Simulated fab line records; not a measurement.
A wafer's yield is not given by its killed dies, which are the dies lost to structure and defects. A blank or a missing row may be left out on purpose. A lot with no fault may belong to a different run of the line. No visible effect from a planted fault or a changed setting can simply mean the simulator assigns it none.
fab line records	flow rit_cmos
[record] lots = 6	wafers = 18	last_day = 7
route steps=202 shown ACTIVE@17 FOX1@20 FOX2@23 NWELL@28 PWELL@39 M1@202
lots that met no fault: from a run of the same line without faults
start_h: hours from the record's first day to the start of the lot's first wafer shown	wait_h: how many hours have passed since the lot's step before this one	" as in the row above	L1.1+2: a single row standing in for several wafers	- no value, or no start was given	* or withheld: withheld	< > ~ a bound
route shown NAME@n: NAME is a module with steps in the file, n the number in the route of the first one	usual: mean/standard deviation of fault-free wafers	same: alike in all rows	chamber/n: place in a boat	sites: each site's reading	_std_site: the values' standard deviation	_edge_site: mean of outer sites minus mean of inner sites	radius_mm: how far each site lies from the wafer's centre	mask NAME#n: copy n	behind: the tool/chamber that last shaped the wafer	hold: why the lot went on hold/how many hours it stayed there/how the hold came to an end	device: whichever transistor did not switch (one of n, p or np)	end of line: the route-end tests of the same wafers	a step with no rows: only its recipe	killed: at the first sort, the dies lost to defects and structure; wafer yield is something else	map: the dies of a wafer, with x for killed, . for not killed, _ for no die there
set.NAME: the setting the step ran with; set.NAME@STEP: the setting that earlier step ran with	model.NAME: the simulator's own value behind a step, which no gauge read
lots at selected steps of the route; one table per step, one row per wafer
services: the hour from which a tool's chamber was out of use, counted from the record's first day as start_h (under 0 if before that day), plus the number of hours and why
[[steps]]
[step RIT_ACTIVE_CLEAN_15]
[recipe] chemistry = SC1	mix = 3:3:50	time_s = 600	temp_c = 75
[step RIT_ACTIVE_CLEAN_16]
[recipe] chemistry = dHF	dilution = 50:1	time_s = 30
[step RIT_ACTIVE_CLEAN_17]
[recipe] chemistry = SC2	mix = 3:3:50	time_s = 600	temp_c = 75	dry = n2_spin
[step RIT_FOX1_OXIDATION_00]
[recipe] temp_c = 1100	ambient = H2O	target_thk_a = 3507	p_h2o_torr = 720	ox_time_s = 1130
[step RIT_FOX1_THK_MEAS_01]
[recipe] reads = SiO2_of_FOX1_OXIDATION_00
[usual] FOX1_OXIDE_THK = 347/6.9
lot.wafer	tool	chamber	start_h	wait_h	FOX1_OXIDE_THK[nm]
L868.1	film_metro-01	-	17.05	0.0	338
L868.2	"	-	"	"	334
L868.6	"	-	"	"	335
L871.3	film_metro-04	-	31.84	0.0	347
L871.4	"	-	"	"	347
L871.6	"	-	"	"	347
L883.2	film_metro-01	-	93.38	0.0	343
L883.5	"	-	"	"	345
L883.6	"	-	"	"	342
L884.1	film_metro-01	-	99.25	0.0	335
L884.2	"	-	"	"	342
L884.3	"	-	"	"	339
L885.3	film_metro-01	-	102.85	0.0	354
L885.4	"	-	"	"	357
L885.6	"	-	"	"	359
L891.1	film_metro-04	-	131.98	0.0	342
L891.4	"	-	"	"	345
L891.6	"	-	"	"	337
[step RIT_FOX1_WET_ETCH_02]
[recipe] chemistry = BOE	target_depth_nm = 350	time_s = 390	temp_c = 21.5	dry = n2_spin	dilution = 10:1	target = SiO2
[step RIT_FOX2_OXIDATION_00]
[recipe] temp_c = 1100	ambient = H2O	target_thk_a = 3507	p_h2o_torr = 720	ox_time_s = 1130
[step RIT_FOX2_THK_MEAS_01]
[recipe] reads = SiO2_of_FOX2_OXIDATION_00
[usual] FOX2_OXIDE_THK = 347/7
lot.wafer	tool	chamber	start_h	wait_h	FOX2_OXIDE_THK[nm]
L868.1	film_metro-02	-	18.66	0.0	364
L868.2	"	-	"	"	357
L868.6	"	-	"	"	362
L871.3	film_metro-04	-	34.30	0.0	351
L871.4	"	-	"	"	348
L871.6	"	-	"	"	350
L883.2	film_metro-03	-	95.77	0.0	340
L883.5	"	-	"	"	339
L883.6	"	-	"	"	333
L884.1	film_metro-02	-	100.74	0.0	350
L884.2	"	-	"	"	344
L884.3	"	-	"	"	348
L885.3	film_metro-03	-	104.34	0.0	359
L885.4	"	-	"	"	356
L885.6	"	-	"	"	364
L891.1	film_metro-04	-	133.48	0.0	346
L891.4	"	-	"	"	352
L891.6	"	-	"	"	348
[step RIT_FOX2_CLEAN_02]
[recipe] chemistry = dHF	dilution = 50:1	time_s = 180
[step RIT_FOX2_WET_ETCH_03]
[recipe] chemistry = H3PO4	target = Si3N4	target_depth_nm = 195	temp_c = 165	time_s = 2700
[step RIT_FOX2_THK_MEAS_90]
[recipe] reads = SiO2_of_FOX2_OXIDATION_00
[usual] FIELD_OXIDE_LEFT_1_THK = 320/7.1
lot.wafer	tool	chamber	start_h	wait_h	FIELD_OXIDE_LEFT_1_THK[nm]
L868.1	film_metro-04	-	19.68	0.0	336
L868.2	"	-	"	"	330
L868.6	"	-	"	"	334
L871.3	film_metro-03	-	35.18	0.0	324
L871.4	"	-	"	"	321
L871.6	"	-	"	"	323
L883.2	film_metro-04	-	96.64	0.0	313
L883.5	"	-	"	"	311
L883.6	"	-	"	"	305
L884.1	film_metro-02	-	101.62	0.0	323
L884.2	"	-	"	"	317
L884.3	"	-	"	"	321
L885.3	film_metro-03	-	105.22	0.0	332
L885.4	"	-	"	"	330
L885.6	"	-	"	"	337
L891.1	film_metro-02	-	134.35	0.0	319
L891.4	"	-	"	"	325
L891.6	"	-	"	"	321
[step RIT_NWELL_HMDS_00]
[recipe] prime_time_s = 60	prime_temp_c = 140
[step RIT_NWELL_COAT_01]
[recipe] resist = NOVOLAK	spin_rpm = 2000	resist_thk_nm = 1300
[usual] chill_plate_temp_C = 23.00/0.099	dispense_pressure_kPa = 48/3.7
lot.wafer	tool	chamber	start_h	wait_h	chill_plate_temp_C	dispense_pressure_kPa
L868.1	litho_track-02	0	19.89	0.1	23.01	44
L868.2	"	0	"	"	22.93	44
L868.6	"	0	"	"	22.83	44
L871.3	litho_track-01	0	35.42	0.1	23.12	46
L871.4	"	0	"	"	23.06	46
L871.6	"	0	"	"	23.08	46
L883.2	litho_track-02	-	96.87	0.1	-	-
L883.5	"	-	"	"	-	-
L883.6	"	-	"	"	-	-
L884.1	litho_track-01	-	101.83	0.1	-	-
L884.2	"	-	"	"	-	-
L884.3	"	-	"	"	-	-
L885.3	litho_track-03	0	105.46	0.1	22.90	52
L885.4	"	0	"	"	22.89	52
L885.6	"	0	"	"	22.91	52
L891.1	litho_track-02	0	134.56	0.1	23.15	44
L891.4	"	0	"	"	23.03	44
L891.6	"	0	"	"	22.96	44
[step RIT_NWELL_SOFTBAKE_02]
[recipe] resist = NOVOLAK	temp_c = 90	time_s = 60
[step RIT_NWELL_EXPOSE_03]
[recipe] mask_id = M2	na = 0.57	target_cd_nm = 43900	dose_mj = 250
[step RIT_NWELL_PEB_04]
[recipe] resist = NOVOLAK	temp_c = withheld	time_s = withheld
[step RIT_NWELL_DEVELOP_05]
[recipe] resist = NOVOLAK	develop_time_s = 68	dev_temp_c = 23
[step RIT_NWELL_OVL_MEAS_06]
[usual] NWELL_OVL = -0.9/1.2
lot.wafer	tool	chamber	start_h	wait_h	NWELL_OVL[nm]
L868.1	overlay-01	-	20.62	-	-0.9
L868.2	"	-	"	"	-0.4
L868.6	"	-	"	"	-0.4
L871.3	overlay-02	-	36.24	-	-0.4
L871.4	"	-	"	"	-0.6
L871.6	"	-	"	"	-0.8
L883.2	overlay-02	-	97.70	-	-
L883.5	"	-	"	"	-
L883.6	"	-	"	"	-
L884.1	overlay-02	-	102.69	-	-
L884.2	"	-	"	"	-
L884.3	"	-	"	"	-
L885.3	overlay-02	-	106.15	-	-0.8
L885.4	"	-	"	"	-1.4
L885.6	"	-	"	"	-0.5
L891.1	overlay-02	-	135.42	-	0.6
L891.4	"	-	"	"	0.3
L891.6	"	-	"	"	1.6
[step RIT_NWELL_HARDBAKE_07]
[recipe] resist = NOVOLAK	temp_c = 140	time_s = 120
[step RIT_NWELL_IMPLANT_08]
[recipe] species = P	energy_kev = 170	dose_cm2 = 5e+13	tilt_deg = 7
[step RIT_NWELL_STRIP_09]
[recipe] chemistry = O2	time_s = 180	resist = NOVOLAK	platen_temp_c = withheld	power_w = 500	pressure_mtorr = 4000	o2_flow_sccm = 4000
[usual] drypump_motor_current_A = 5.9/0.48
lot.wafer	tool	chamber	start_h	wait_h	drypump_motor_current_A	rf_hours_counter_h
L868.1	plasma_asher-03	0	21.05	0.1	4.9	35
L868.2	"	1	"	"	5.9	35
L868.6	"	0	"	"	4.9	-
L871.3	plasma_asher-04	1	36.72	0.1	6.3	-
L871.4	"	0	"	"	6.3	-
L871.6	"	1	"	"	6.4	-
L883.2	plasma_asher-02	0	98.13	0.1	5.4	46
L883.5	"	1	"	"	5.5	-
L883.6	"	0	"	"	5.4	-
L884.1	plasma_asher-02	0	103.12	0.1	5.4	46
L884.2	"	1	"	"	5.5	46
L884.3	"	0	"	"	5.4	-
L885.3	plasma_asher-03	0	106.63	0.1	4.9	-
L885.4	"	1	"	"	5.9	-
L885.6	"	1	"	"	5.9	-
L891.1	plasma_asher-04	0	135.85	0.1	6.3	53
L891.4	"	1	"	"	6.3	-
L891.6	"	0	"	"	6.3	-
[step RIT_NWELL_TW_MEAS_10]
[usual] NWELL_TW = 2149/13
lot.wafer	tool	chamber	start_h	wait_h	NWELL_TW
L868.1	film_metro-01	-	21.23	0.1	2124
L868.2	"	-	"	"	2130
L868.6	"	-	"	"	2130
L871.3	film_metro-02	-	36.86	0.1	2151
L871.4	"	-	"	"	2149
L871.6	"	-	"	"	2156
L883.2	film_metro-02	-	98.32	0.1	2164
L883.5	"	-	"	"	2152
L883.6	"	-	"	"	2158
L884.1	film_metro-02	-	103.30	0.1	2144
L884.2	"	-	"	"	2151
L884.3	"	-	"	"	2149
L885.3	film_metro-03	-	106.77	0.1	2170
L885.4	"	-	"	"	2185
L885.6	"	-	"	"	2171
L891.1	film_metro-02	-	136.03	0.1	2146
L891.4	"	-	"	"	2135
L891.6	"	-	"	"	2144
[step RIT_PWELL_HMDS_00]
[recipe] prime_time_s = 60	prime_temp_c = 140
[step RIT_PWELL_COAT_01]
[recipe] resist = NOVOLAK	spin_rpm = 2000	resist_thk_nm = 1300
[step RIT_PWELL_SOFTBAKE_02]
[recipe] resist = NOVOLAK	temp_c = 90	time_s = 60
[step RIT_PWELL_EXPOSE_03]
[recipe] mask_id = M3	na = 0.57	target_cd_nm = 43700	dose_mj = 250
[step RIT_PWELL_PEB_04]
[recipe] resist = NOVOLAK	temp_c = withheld	time_s = withheld
[step RIT_PWELL_DEVELOP_05]
[recipe] resist = NOVOLAK	develop_time_s = 68	dev_temp_c = 23
[step RIT_PWELL_OVL_MEAS_06]
[usual] PWELL_OVL = 0.2/1.2
lot.wafer	tool	chamber	start_h	wait_h	PWELL_OVL[nm]
L868.1	overlay-02	-	22.29	-	-1.1
L868.2	"	-	"	"	0.3
L868.6	"	-	"	"	1.1
L871.3	overlay-01	-	37.92	-	-0.7
L871.4	"	-	"	"	-0.3
L871.6	"	-	"	"	-0.1
L883.2	overlay-01	-	99.38	-	-0.1
L883.5	"	-	"	"	0.3
L883.6	"	-	"	"	-0.5
L884.1	overlay-02	-	104.36	-	-0.4
L884.2	"	-	"	"	-0.9
L884.3	"	-	"	"	-2.4
L885.3	overlay-02	-	107.83	-	1.1
L885.4	"	-	"	"	1.3
L885.6	"	-	"	"	0.5
L891.1	overlay-01	-	137.09	-	-0.9
L891.4	"	-	"	"	-0.4
L891.6	"	-	"	"	-0.4
[step RIT_PWELL_HARDBAKE_07]
[recipe] resist = NOVOLAK	temp_c = 140	time_s = 120
[step RIT_PWELL_IMPLANT_08]
[recipe] species = B	energy_kev = 170	dose_cm2 = 7e+13	tilt_deg = 7
[step RIT_PWELL_STRIP_09]
[recipe] chemistry = O2	time_s = 180	resist = NOVOLAK	platen_temp_c = withheld	power_w = 500	pressure_mtorr = 4000	o2_flow_sccm = 4000
[usual] drypump_motor_current_A = 5.8/0.51
lot.wafer	tool	chamber	start_h	wait_h	drypump_motor_current_A	rf_hours_counter_h
L868.1	plasma_asher-02	0	22.73	0.1	5.4	38
L868.2	"	1	"	"	5.5	38
L868.6	"	1	"	"	5.5	-
L871.3	plasma_asher-01	0	38.40	0.1	5.7	-
L871.4	"	1	"	"	4.9	-
L871.6	"	0	"	"	5.8	-
L883.2	plasma_asher-04	1	99.81	0.1	6.3	49
L883.5	"	1	"	"	6.3	-
L883.6	"	0	"	"	6.3	-
L884.1	plasma_asher-04	0	104.80	0.1	6.3	49
L884.2	"	1	"	"	6.4	49
L884.3	"	1	"	"	6.3	-
L885.3	plasma_asher-04	1	108.31	0.1	6.3	-
L885.4	"	0	"	"	6.3	-
L885.6	"	0	"	"	6.3	-
L891.1	plasma_asher-04	0	137.53	0.1	6.3	53
L891.4	"	1	"	"	6.4	-
L891.6	"	1	"	"	6.3	-
[step RIT_PWELL_TW_MEAS_10]
[usual] PWELL_TW = 954/6.8
lot.wafer	tool	chamber	start_h	wait_h	hold	PWELL_TW
L868.1	film_metro-03	-	22.91	0.1	-	957
L868.2	"	-	"	"	-	950
L868.6	"	-	"	"	-	956
L871.3	film_metro-02	-	38.54	0.1	-	943
L871.4	"	-	"	"	-	953
L871.6	"	-	"	"	-	954
L883.2	film_metro-02	-	99.99	0.1	await_dispo/0.2h/release	2228
L883.5	"	-	"	"	await_dispo/0.2h/release	2201
L883.6	"	-	"	"	await_dispo/0.2h/release	2208
L883.2	film_metro-02	-	100.22	0.2	-	2201
L883.5	"	-	"	"	-	2208
L883.6	"	-	"	"	-	2211
L884.1	film_metro-03	-	104.97	0.1	await_dispo/0.2h/release	2218
L884.2	"	-	"	"	await_dispo/0.2h/release	2223
L884.3	"	-	"	"	await_dispo/0.2h/release	2237
L884.1	film_metro-03	-	105.26	0.3	-	2231
L884.2	"	-	"	"	-	2234
L884.3	"	-	"	"	-	2228
L885.3	film_metro-02	-	108.44	0.1	-	954
L885.4	"	-	"	"	-	951
L885.6	"	-	"	"	-	955
L891.1	film_metro-03	-	137.71	0.1	-	963
L891.4	"	-	"	"	-	959
L891.6	"	-	"	"	-	960
[step RIT_M1_PROBE_99]
[usual] defect_limited_yield = 97.3/1.2	killed_at_front_end = 7/3	killed_dies = 7/3	killed_on_rim = 1.8/1.3	killed_open = 3.5/2	killed_short = 3.6/2.1	sort_bin_3_pad_short = 0.2/0.26	sort_bin_5_function = 1.5/0.76	sort_bin_6_memory = 1.0/0.65	sort_n_pass = 257/3	sort_yield_pct = 97.3/1.2
[same] gross_dies = 264	killed_at_M0_to_M3 = 0	killed_at_M4_up = 0	killed_at_back_side = 0	killed_at_contacts = 0	killed_at_other = 0
lot.wafer	tool	chamber	start_h	wait_h	defect_limited_yield[%]	killed_at_front_end	killed_dies	killed_on_rim	killed_open	killed_short	sort_bin_3_pad_short[%]	sort_bin_5_function[%]	sort_bin_6_memory[%]	sort_n_pass	sort_yield_pct[%]
L868.1	prober-01	-	58.61	0.1	98.9	3	3	1	1	2	0	1.1	0	261	98.9
L868.2	prober-01	-	58.66	0.1	98.9	3	3	1	2	1	0	0.8	0.4	261	98.9
L868.6	prober-01	-	58.86	0.2	98.9	3	3	0	1	2	0.4	0.8	0	261	98.9
L871.3	prober-02	-	73.67	0.2	97.0	8	8	3	5	3	0	2.3	0.8	256	97.0
L871.4	prober-02	-	73.72	0.2	97.3	7	7	0	7	0	0	2.3	0.4	257	97.3
L871.6	prober-02	-	73.82	0.2	98.5	4	4	1	3	1	0	0.8	0.8	260	98.5
L885.3	prober-02	-	141.83	0.2	97.0	8	8	0	3	5	0.4	1.9	0.8	256	97.0
L885.4	prober-02	-	141.88	0.2	97.0	8	8	2	4	4	0.4	1.1	1.5	256	97.0
L885.6	prober-02	-	141.98	0.2	98.1	5	5	2	3	2	0.4	1.1	0.4	259	98.1
L891.1	prober-01	-	174.02	0.1	96.2	10	10	6	2	8	0	1.9	1.9	254	96.2
L891.4	prober-01	-	174.17	0.2	98.9	3	3	1	1	2	0	1.1	0	261	98.9
L891.6	prober-01	-	174.27	0.2	97.0	8	8	3	2	6	0	1.5	1.5	256	97.0
// killed by level:class
L868.1 FOX2:geometric_particle:short=1 GATE:geometric_particle:short=1 SPACER:geometric_particle:open=1
L868.2 GATE:geometric_particle:open=1 REOX:geometric_particle:short=1 SPACER:geometric_particle:open=1
L868.6 FOX1:geometric_particle:open=1 GATE:geometric_particle:short=1 SILICIDE:geometric_particle:short=1
L871.3 GATE:geometric_particle:open=2 REOX:geometric_particle:open=2 FOX2:geometric_particle:open=1 GATE:geometric_particle:short=1 REOX:geometric_particle:short=1 SILICIDE:geometric_particle:short=1
L871.4 GATE:geometric_particle:open=4 REOX:geometric_particle:open=1 SPACER:geometric_particle:open=1 SILICIDE:geometric_particle:open=1
L871.6 FOX2:geometric_particle:open=2 FOX2:geometric_particle:short=1 GATE:geometric_particle:open=1
L885.3 SPACER:geometric_particle:short=2 FOX1:geometric_particle:short=1 GATE:geometric_particle:short=1 GATE:geometric_particle:open=1 REOX:geometric_particle:short=1 SPACER:geometric_particle:open=1 SILICIDE:geometric_particle:open=1
L885.4 FOX1:geometric_particle:open=2 GATE:geometric_particle:short=2 GATE:geometric_particle:open=1 REOX:geometric_particle:short=1 SPACER:geometric_particle:short=1 SPACER:geometric_particle:open=1
L885.6 SPACER:geometric_particle:open=2 FOX1:geometric_particle:open=1 SPACER:geometric_particle:short=1 SILICIDE:geometric_particle:short=1
L891.1 GATE:geometric_particle:short=5 REOX:geometric_particle:short=3 GATE:geometric_particle:open=1 REOX:geometric_particle:open=1
L891.4 SILICIDE:geometric_particle:short=2 REOX:geometric_particle:open=1
L891.6 GATE:geometric_particle:short=2 REOX:geometric_particle:short=2 FOX1:geometric_particle:short=1 FOX2:geometric_particle:short=1 GATE:geometric_particle:open=1 REOX:geometric_particle:open=1
[[services]]
tool	chamber	start_h	hours	kind
plasma_asher-01	-	14.71	0.3	repair
plasma_asher-04	-	21.50	2.6	repair
plasma_asher-01	-	98.37	0.4	repair
plasma_asher-01	-	103.03	2.8	pm
plasma_asher-02	-	108.75	9.0	pm
plasma_asher-02	0	108.75	9.0	vent_cycle
plasma_asher-02	1	108.75	9.0	vent_cycle
plasma_asher-02	0	117.75	-	clean
plasma_asher-02	1	117.75	-	clean
plasma_asher-04	-	125.04	2.2	repair
[[key]]
[first_sign] step = RIT_NWELL_COAT_01	reading = tool_record	direction = missing
[effect] step = RIT_NWELL_OVL_MEAS_06	reading = NWELL_OVL	direction = missing
[effect] step = RIT_PWELL_TW_MEAS_10	reading = visit	direction = added
[effect] step = RIT_PWELL_TW_MEAS_10	reading = PWELL_TW	direction = up	sigmas = 99+	usual = 954	struck = 2219
met_at RIT_NWELL_COAT_01
struck_wafers L883.2,L883.5,L883.6,L884.1,L884.2,L884.3
scrapped_behind RIT_PWELL_TW_MEAS_10 L883.2,L883.5,L883.6,L884.1,L884.2,L884.3
onset_between 35.42 96.87
[fault] kind = skipped_step_whole	tool = litho_track-01,litho_track-02	chamber = -	onset_h = 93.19	steps = RIT_NWELL_COAT_01	scope = struck_lots_only
